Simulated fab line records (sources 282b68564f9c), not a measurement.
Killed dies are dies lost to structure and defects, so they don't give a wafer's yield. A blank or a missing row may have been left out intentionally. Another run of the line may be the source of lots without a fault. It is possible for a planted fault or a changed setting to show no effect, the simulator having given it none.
Split-lot trial ; flow ritCmos ; on a route of 202 steps: 5 lots, 23 wafers read

## THE SPLIT
At RIT_NWELL_COAT_01 (resist thk 1300 nm), the setting resistThkNm was moved away from the recipe's 1300 nm on 7 of the 23 wafers read, by -2.5% to +2.2%. The other wafers ran this setting at the recipe's value.

## FROM THE SPLIT TO THE READING: what the file shows between them, 3 steps
- RIT_NWELL_SOFTBAKE_02: time 60 s
- RIT_NWELL_EXPOSE_03: exposes mask M2, target cd 43900 nm
- RIT_NWELL_DEVELOP_05: develop time 68 s

## THE READING
NOVOLAK_of_NWELL_COAT_01.thkNm (the simulator's own value, which no gauge read), in nm, at RIT_NWELL_HARDBAKE_07 (time 120 s). The file does not state a usual value for it. Here, 16 wafers ran the recipe; their average is 1138 nm with a standard deviation of 2.2 nm.

wafer;tool, chamber at the split;resistThkNm as run, nm;against the recipe;NOVOLAK_of_NWELL_COAT_01.thkNm, nm;against lot-mates on the recipe
L074.2;lithoTrack-03, 0;1300;recipe;1138;-
L074.3;lithoTrack-03, 0;1300;recipe;1138;-
L074.6;lithoTrack-03, 0;1300;recipe;1141;-
L075.1;lithoTrack-01, 0;1300;recipe;1135;-
L075.2;lithoTrack-01, 0;1267;-2.5%;1110;-27
L075.3;lithoTrack-01, 0;1300;recipe;1139;-
L075.5;lithoTrack-01, 0;1267;-2.5%;1111;-26
L075.6;lithoTrack-01, 0;1300;recipe;1137;-
L079.1;lithoTrack-01, 0;1300;recipe;1136;-
L079.6;lithoTrack-01, 0;1300;recipe;1136;-
L079.2;lithoTrack-01, 0;1322;+1.7%;1156;+21
L079.3;lithoTrack-01, 0;1322;+1.7%;1154;+19
L079.5;lithoTrack-01, 0;1300;recipe;1134;-
L083.1;lithoTrack-04, 0;1328;+2.2%;1161;+23
L083.3;lithoTrack-04, 0;1328;+2.2%;1161;+23
L083.2;lithoTrack-04, 0;1300;recipe;1136;-
L083.5;lithoTrack-04, 0;1328;+2.2%;1162;+24
L083.6;lithoTrack-04, 0;1300;recipe;1140;-
L084.1;lithoTrack-01, 0;1300;recipe;1140;-
L084.3;lithoTrack-01, 0;1300;recipe;1140;-
L084.2;lithoTrack-01, 0;1300;recipe;1136;-
L084.4;lithoTrack-01, 0;1300;recipe;1138;-
L084.6;lithoTrack-01, 0;1300;recipe;1142;-

THE FIT
A straight line over all 23 wafers: NOVOLAK_of_NWELL_COAT_01.thkNm changes by +10.7 nm for each +1% of resistThkNm; r = +0.99; the points scatter about the line by 2 nm.
The same after taking each lot's own level away (the mean of its wafers on the recipe; 23 wafers): +10.8 nm for each +1%; r = +0.99; scatter 1.6 nm.
That fit puts the effect of the largest move of resistThkNm on the reading at 27 nm.
Measured against the standard deviation above, the lots' own levels, which go from 1135.3 to 1139.2 nm, span 1.7 times it.
Hence the lot-to-lot level has little effect on the slope; both slopes agree.
Check: with one of the wafers moved furthest among these (-2.5%) left out of the fit, the line predicts -27.2 nm for it against its lot-mates. Against them it came out at -27 nm.

## OTHER SPLITS ON THESE WAFERS
These wafers also went through other splits before the reading. Each is held against what the fit with the lots' levels taken away leaves over:
other split on the same wafers;wafers away from the commonest value;r with NOVOLAK_of_NWELL_COAT_01.thkNm (lot level and that fit taken away)
RIT_ACTIVE_OXIDATION_01 oxTimeS;15;+0.13
RIT_ACTIVE_COAT_06 spinRpm;7;+0.09

## THE WHOLE CHAIN: every reading that the file lists as answering this split, in the file's order
step;what it does;reading;change (the file's fit);r (the file's)
RIT_NWELL_COAT_01;resist thk 1300 nm;NOVOLAK_of_NWELL_COAT_01.thkNm (the simulator's own value, which no gauge read);+12.5 nm for each +1% of the setting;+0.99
RIT_NWELL_HARDBAKE_07;time 120 s;NOVOLAK_of_NWELL_COAT_01.thkNm (the simulator's own value, which no gauge read);+10.8 nm for each +1% of the setting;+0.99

## FILE'S OWN FIT
NOVOLAK_of_NWELL_COAT_01.thkNm changes by +10.8 nm for each +1% of resistThkNm, r = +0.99.
